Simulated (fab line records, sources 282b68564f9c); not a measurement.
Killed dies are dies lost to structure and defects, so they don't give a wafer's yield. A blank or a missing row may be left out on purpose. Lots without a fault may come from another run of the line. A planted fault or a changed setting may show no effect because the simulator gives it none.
A struck lot beside a sound one | flow rit_cmos | 44 steps out of a route of 202
Sound: wafers L578.1, L578.2, L578.6. Struck: wafers L589.1, L589.2, L589.6. The cause comes at the end.
At each step with rows: each side's tool, then ch and its chambers, then its first start. Under that, the readings that differ: sound wafers | struck wafers | difference of the means | sigmas: that difference in standard deviations of wafers without a fault.
alike: readings whose means differ by less than 2 such deviations, and words and numbers that are the same on both sides. not compared: withheld readings, readings that some wafer has no value for, bounds like >300 that may hide the same value, and numbers for which the record gives no deviation and whose values overlap.
The two part at a step that has a row with sigmas, a row that says differs or no value, or rows on one side only. Numbers that don't overlap but have no deviation are shown without sigmas and don't part them. A reading that every wafer of one side lacks parts them only if that side has two wafers or more.

first, 2 steps without rows for these wafers: RIT_NLDD_HARDBAKE_07 (time 60 s); RIT_NLDD_IMPLANT_08.
RIT_NLDD_STRIP_09: strips in O2, time 180 s.
  sound on plasma_asher-04 ch 0,1, day 4 07:24; struck on plasma_asher-02 ch 0,1, day 7 00:14
  reading             | sound       | struck      | difference | sigmas
  rf_refl_power_W (W) | 5.9 6.4 6.1 | 9.4 6.6 9.7 | +2.4       | +2
  alike: drypump_motor_current_A
  not compared: rf_hours_counter_h
RIT_NLDD_TW_MEAS_10:
  sound on film_metro-02, day 4 07:34; struck on film_metro-04, day 7 00:25
  alike: NLDD_TW
then, 6 steps without rows for these wafers: RIT_PLDD_HMDS_00 (prime time 60 s); RIT_PLDD_COAT_01 (resist thk 1000 nm); RIT_PLDD_SOFTBAKE_02 (time 60 s); RIT_PLDD_EXPOSE_03 (exposes mask M8, target cd 40900 nm); RIT_PLDD_PEB_04; RIT_PLDD_DEVELOP_05 (develop time 50 s).
RIT_PLDD_OVL_MEAS_06:
  sound on overlay-01, day 4 08:37; struck on overlay-01, day 7 01:26
  alike: PLDD_OVL
then, 1 step without rows for these wafers: RIT_PLDD_HARDBAKE_07 (time 60 s).
RIT_PLDD_IMPLANT_08:
  sound on implanter-01 ch 0, day 4 08:47; struck on implanter-04 ch 0, day 7 01:38
  reading                          | sound                     | struck                          | difference  | sigmas
  dose_ions_cm2                    | 9e+14 9.009e+14 9.014e+14 | 1.4375e+15 1.4394e+15 1.439e+15 | +5.3787e+14 | +99 or more
  end_station_pressure_torr (Torr) | 7.4e-06 6.9e-06 7.7e-06   | 8.9e-06 9e-06 9.3e-06           | +1.7e-06    | +5
  faraday_current_uA               | 2726 2835 2774            | 4592 4638 4389                  | +1761       | +33
RIT_PLDD_STRIP_09: strips in O2, time 180 s.
  sound on plasma_asher-02 ch 0,1, day 4 08:56; struck on plasma_asher-01 ch 0,1, day 7 01:47
  alike: drypump_motor_current_A, rf_refl_power_W
  not compared: rf_hours_counter_h
RIT_PLDD_TW_MEAS_10:
  sound on film_metro-02, day 4 09:07; struck on film_metro-02, day 7 01:57
  reading | sound          | struck         | difference | sigmas
  PLDD_TW | 2353 2361 2360 | 2633 2627 2618 | +268       | +13
then, 4 steps without rows for these wafers: RIT_SPACER_CLEAN_00 (cleans in SC1, time 600 s); RIT_SPACER_CLEAN_01 (cleans in dHF, time 30 s); RIT_SPACER_CLEAN_02 (cleans in SC2, time 600 s); RIT_SPACER_CVD_03 (deposits Si3N4 from SiH2Cl2/NH3, target thk 250 nm, time 3300 s).
RIT_SPACER_THK_MEAS_04:
  sound on film_metro-04, day 4 11:28; struck on film_metro-02, day 7 04:18
  alike: SPACER_NITRIDE_THK
RIT_SPACER_ETCHBACK_05: etches Si3N4 in SF6/CHF3, stops on SiO2, target depth 250 nm, time 240 s.
  sound on rie_diel-02 ch 1,2, day 4 11:31; struck on rie_diel-02 ch 1,3, day 7 04:22
  alike: drypump_motor_current_A, oes_product_au, throttle_valve_pct
  not compared: rf_hours_counter_h
then, 6 steps without rows for these wafers: RIT_NSD_HMDS_00 (prime time 60 s); RIT_NSD_COAT_01 (resist thk 1000 nm); RIT_NSD_SOFTBAKE_02 (time 60 s); RIT_NSD_EXPOSE_03 (exposes mask M9, target cd 40700 nm); RIT_NSD_PEB_04; RIT_NSD_DEVELOP_05 (develop time 50 s).
RIT_NSD_OVL_MEAS_06:
  sound on overlay-02, day 4 12:31; struck on overlay-02, day 7 05:29
  alike: NSD_OVL
then, 2 steps without rows for these wafers: RIT_NSD_HARDBAKE_07 (time 60 s); RIT_NSD_IMPLANT_08.
RIT_NSD_STRIP_09: strips in O2, time 180 s.
  sound on plasma_asher-01 ch 0,1, day 4 12:52; struck on plasma_asher-01 ch 0,1, day 7 05:49
  alike: drypump_motor_current_A, rf_refl_power_W
  not compared: rf_hours_counter_h
RIT_NSD_TW_MEAS_10:
  sound on film_metro-04, day 4 13:02; struck on film_metro-04, day 7 05:59
  alike: NSD_TW
then, 6 steps without rows for these wafers: RIT_PSD_HMDS_00 (prime time 60 s); RIT_PSD_COAT_01 (resist thk 1000 nm); RIT_PSD_SOFTBAKE_02 (time 60 s); RIT_PSD_EXPOSE_03 (exposes mask M10, target cd 40900 nm); RIT_PSD_PEB_04; RIT_PSD_DEVELOP_05 (develop time 50 s).
RIT_PSD_OVL_MEAS_06:
  sound on overlay-02, day 4 14:13; struck on overlay-02, day 7 07:02
  alike: PSD_OVL
then, 2 steps without rows for these wafers: RIT_PSD_HARDBAKE_07 (time 60 s); RIT_PSD_IMPLANT_08.
RIT_PSD_STRIP_09: strips in O2, time 180 s.
  sound on plasma_asher-04 ch 0,1, day 4 14:34; struck on plasma_asher-01 ch 0,1, day 7 07:22
  alike: drypump_motor_current_A, rf_refl_power_W
  not compared: rf_hours_counter_h
RIT_SDANNEAL_RS_MEAS_06: measures by four-point-probe.
  sound on film_metro-02, day 4 15:28; struck on film_metro-02, day 7 08:16
  reading          | sound             | struck            | difference | sigmas
  PLDD_RS (ohm/sq) | 178.9 178.7 178.9 | 157.8 157.4 158.0 | -21.1      | -44
RIT_M1_PROBE_99:
  sound on prober-02, day 4 22:36; struck on prober-01, day 7 15:47
  reading                             | sound             | struck            | difference | sigmas
  model.etest.pmos_turned.r_on_ohm_um | 3481 3521 3535    | 2931 3015 3020    | -524       |
  model.etest.pmos_0p3.r_on_ohm_um    | 6456 6317 6457    | 5689 5796 5869    | -625       |
  model.etest.pmos_0p15.r_on_ohm_um   | 2763 2741 2795    | 2372 2436 2455    | -345       |
  model.etest.pldd.rs_ohm_sq          | 526.7 555.2 545.8 | 348.9 362 362.7   | -184.7     |
  model.etest.pldd.line_ohm_um        | 166.6 175.8 172.1 | 110.5 112.9 114.4 | -58.9      |
  model.etest.pmos_turned.drive_ua_um | 185.7 180.7 182.7 | 234.9 226.2 223.8 | +45.3      |
  model.etest.pmos_0p15.drive_ua_um   | 256.9 260.9 256.8 | 302.9 294.5 291.7 | +38.2      |
  model.etest.pmos_0p3.drive_ua_um    | 97.38 101.6 98.34 | 116.1 112.3 110.9 | +14.0      |
  alike: killed_at_contacts, killed_at_front_end, killed_dies, killed_open, killed_short

WHERE THEY PART
First at RIT_NLDD_STRIP_09; last, within this record, at RIT_SDANNEAL_RS_MEAS_06. Later steps at which nothing parts them and some readings are alike: RIT_M1_PROBE_99.

WHY: what the simulator had put in
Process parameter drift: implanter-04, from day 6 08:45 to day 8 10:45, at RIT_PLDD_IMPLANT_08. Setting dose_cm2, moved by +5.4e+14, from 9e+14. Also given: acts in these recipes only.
